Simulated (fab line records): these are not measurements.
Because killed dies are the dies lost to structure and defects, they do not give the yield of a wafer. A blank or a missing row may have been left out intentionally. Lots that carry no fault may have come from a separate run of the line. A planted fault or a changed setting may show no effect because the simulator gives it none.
2 desks, one fault -- flow ritCmos -- numbers are kept per desk, each desk with only its own; the story behind them comes last

FROM THE METROLOGY DESK
Lot by lot, what the gauges showed, no matter which tool ran the lot: averages of those sampled wafers that carry a number. The brackets show how far a lot's mean lies from the usual mean; more than 4 standard deviations puts the lot out of limits, marked OUT.
Columns: A = cdNm at RIT_GATE_CD_MEAS_16, usual 150.0 nm; B = cdNm at RIT_GATE_CD_MEAS_90, usual 150.0 nm; C = PLDD_RS at RIT_SDANNEAL_RS_MEAS_06, usual 179.0 ohm/sq
lot,first seen here,A,B,C
L143,day 2 19:57,146.8,146.7,179.5
L144,day 3 01:11,149.4,149.5,178.7
L145,day 3 08:58,150.0,149.8,179.0
L146,day 3 12:21,150.5,150.5,178.6
L147,day 3 20:44,150.2,150.2,179.0
L148,day 4 03:13,150.1,150.2,178.4
L150,day 4 11:46,153.8,153.7,179.5
L152,day 4 18:58,147.6,147.7,177.9
L153,day 5 01:25,152.0,152.0,177.3 (-4.0) OUT
L159,day 6 00:22,151.7,151.7,178.5
L162,day 6 15:51,148.4,148.5,178.7
L163,day 6 20:08,150.3,150.4,178.9
L166,day 7 14:25,153.6,153.5,178.6
This desk's finding: out of limits on L153; first on L153, day 5 14:47 (PLDD_RS at RIT_SDANNEAL_RS_MEAS_06). L143, L144, L145, L146, L147, L148, L150, L152, L159, L162, L163, L166: within limits.

AT THE TOOL OWNER'S DESK: implanter-02
The tool's own readings at RIT_PLDD_IMPLANT_08: means of the sampled wafers that have a number, for each lot that ran on this tool. The brackets show how far a lot's mean lies from the usual mean; more than 4 standard deviations puts the lot out of limits, marked OUT.
Columns: A = doseIonsCm2 at RIT_PLDD_IMPLANT_08, usual 8.998e+14
lot,first seen here,A
L143,day 3 03:46,9.002e+14
L147,day 4 06:53,9.004e+14
L148,day 4 12:08,8.985e+14
L152,day 5 01:52,9.149e+14 (+13) OUT
L153,day 5 08:08,9.157e+14 (+13) OUT
This desk finds L152, L153 out of limits, L152 being first, at day 5 01:52 (doseIonsCm2 at RIT_PLDD_IMPLANT_08). L143, L147, L148: within limits.

PUT TOGETHER
An alarm could have come from the tool owner's desk at day 5 01:52, on L152, L153.
An alarm was possible from the metrology desk at day 5 14:47, on L153.
The metrology desk holds a record of L152, inside its limits.
RIT_PLDD_IMPLANT_08 was run on implanter-02 by each of the lots named.

WHAT THE SIMULATOR HAD PUT IN
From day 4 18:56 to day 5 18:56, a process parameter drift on implanter-02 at RIT_PLDD_IMPLANT_08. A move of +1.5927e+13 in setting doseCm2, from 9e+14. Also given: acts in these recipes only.
Shown lots that were struck: L152, L153.
Hours from the fault's start to each desk's first reading out of limits: the tool owner's desk, 7; the metrology desk, 20.
